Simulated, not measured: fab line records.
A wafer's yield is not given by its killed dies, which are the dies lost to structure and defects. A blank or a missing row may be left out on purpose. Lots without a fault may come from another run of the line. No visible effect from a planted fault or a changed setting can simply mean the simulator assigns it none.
Which of the tools did it?	flow berkeley cmos170	39 wafers from 13 lots sampled at 3 of the route's 331 steps

## WHAT THE GAUGES READ, wafer by wafer
UCB170_SILICIDE_RS_MEAS_02: measures by four-point-probe. Usual: SILICIDE_TI_RS 25.9 ohm/sq, standard deviation 0.37.
lot	measured	on	SILICIDE_TI_RS (ohm/sq)	flag
L737	day 6 11:57	film metro-01	25.6 26.1 25.8	
L739	day 7 02:45	film metro-04	25.8 26.2 25.7	
L740	day 7 12:16	film metro-03	26.9 25.6 25.8	
L742	day 7 12:14	film metro-04	25.3 26.2 25.4	
L741	day 7 12:24	film metro-01	25.4 25.6 25.5	
L744	day 8 01:23	film metro-03	25.9 25.8 26.0	
L745	day 8 04:39	film metro-04	25.9 26.0 25.7	
L747	day 8 06:57	film metro-04	25.4 26.3 25.3	
L750	day 9 14:17	film metro-04	25.7 26.0 25.8	
L752	day 9 14:28	film metro-04	25.8 47.8 25.4	OFF
L756	day 10 09:56	film metro-01	25.3 26.0 26.2	
L758	day 10 20:32	film metro-04	25.6 25.5 25.6	
L759	day 10 21:04	film metro-01	26.1 25.7 25.7	

UCB170_SILICIDE_THK_MEAS_03: measures by xrf. Usual: SILICIDE_TI_THK 30.1 nm, standard deviation 0.38.
lot	measured	on	SILICIDE_TI_THK (nm)	flag
L737	day 6 12:04	film metro-01	30.3 29.7 30.1	
L739	day 7 02:52	film metro-04	30.3 29.7 30.4	
L740	day 7 12:22	film metro-03	29.3 30.6 30.3	
L742	day 7 12:21	film metro-04	30.8 29.7 30.7	
L741	day 7 12:31	film metro-01	30.6 30.3 30.6	
L744	day 8 01:29	film metro-03	30.3 30.3 30.1	
L745	day 8 04:46	film metro-04	30.0 30.0 30.1	
L747	day 8 07:04	film metro-04	30.7 29.7 30.6	
L750	day 9 14:23	film metro-04	30.3 30.1 29.9	
L752	day 9 14:34	film metro-04	30.1 18.0 30.7	OFF
L756	day 10 10:04	film metro-01	30.5 30.1 29.8	
L758	day 10 20:39	film metro-04	30.4 30.6 30.4	
L759	day 10 21:11	film metro-01	30.0 30.3 30.3	

## WHAT TOOL EACH LOT RAN ON (gives the tool, then ch and the chambers of the sampled wafers, and finally the start)
lot	UCB170_SILICIDE_SPUTTER_01
L737	pvd sputter-01, day 6 11:54
L739	pvd sputter-02, day 7 02:43
L740	pvd sputter-02, day 7 12:12
L742	pvd sputter-04, day 7 12:12
L741	pvd sputter-01, day 7 12:22
L744	pvd sputter-04, day 8 01:19
L745	pvd sputter-01, day 8 04:37
L747	pvd sputter-04, day 8 06:55
L750	pvd sputter-01, day 9 14:12
L752	pvd sputter-04, day 9 14:23
L756	pvd sputter-01, day 10 09:55
L758	pvd sputter-01, day 10 20:30
L759	pvd sputter-01, day 10 21:01
- UCB170_SILICIDE_SPUTTER_01: material Ti, target thk 30 nm, time 25 s.

## WHAT THE TOOLS THEMSELVES READ (means of the sampled wafers that have a number; where no wafer has one, the mark that the record gives instead)
UCB170_SILICIDE_SPUTTER_01. Usual: throttle valve pct reads 29.9 % (standard deviation 0.89).
lot	tool	throttle valve pct (%)	flag
L737	pvd sputter-01	30.0	
L739	pvd sputter-02	29.6	
L740	pvd sputter-02	29.9	
L742	pvd sputter-04	29.4	
L741	pvd sputter-01	29.9	
L744	pvd sputter-04	30.3	
L745	pvd sputter-01	30.0	
L747	pvd sputter-04	29.9	
L750	pvd sputter-01	29.8	
L752	pvd sputter-04	29.7	
L756	pvd sputter-01	29.8	
L758	pvd sputter-01	30.1	
L759	pvd sputter-01	29.8	

## THE ANSWER, worked out from the rows above alone
Rule: a lot is off if the mean of its wafers that have a number lies more than 3 standard deviations from the usual mean. A lot without any number at a reading at which 4 lots or more have one is off too. All remaining lots with rows at the step are treated as sound. The gauges are gone through in route order, then the tools' own readings, and for those a lot's mean is taken as printed above. At the first step where some lot is off, the reading lying furthest off is the one used; lots without a number count as furthest.
Off: at UCB170_SILICIDE_RS_MEAS_02 (SILICIDE_TI_RS), L752.
If a tool, at a process step before that reading, ran all the lots that are off and no sound lot after the first of them, it fits. Those tools and the gauges at UCB170_SILICIDE_RS_MEAS_02 are tried in the same way. One fits: pvd sputter-04 at UCB170_SILICIDE_SPUTTER_01. A fault onset in the window from L747 (day 8 06:55, its last sound lot) to L752 (day 9 14:23, its first lot off) fits.

## WHAT THE SIMULATOR HAD INSERTED
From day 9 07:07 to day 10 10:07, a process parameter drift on pvd sputter-04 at UCB170_SILICIDE_SPUTTER_01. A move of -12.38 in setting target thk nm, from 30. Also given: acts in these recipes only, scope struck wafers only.
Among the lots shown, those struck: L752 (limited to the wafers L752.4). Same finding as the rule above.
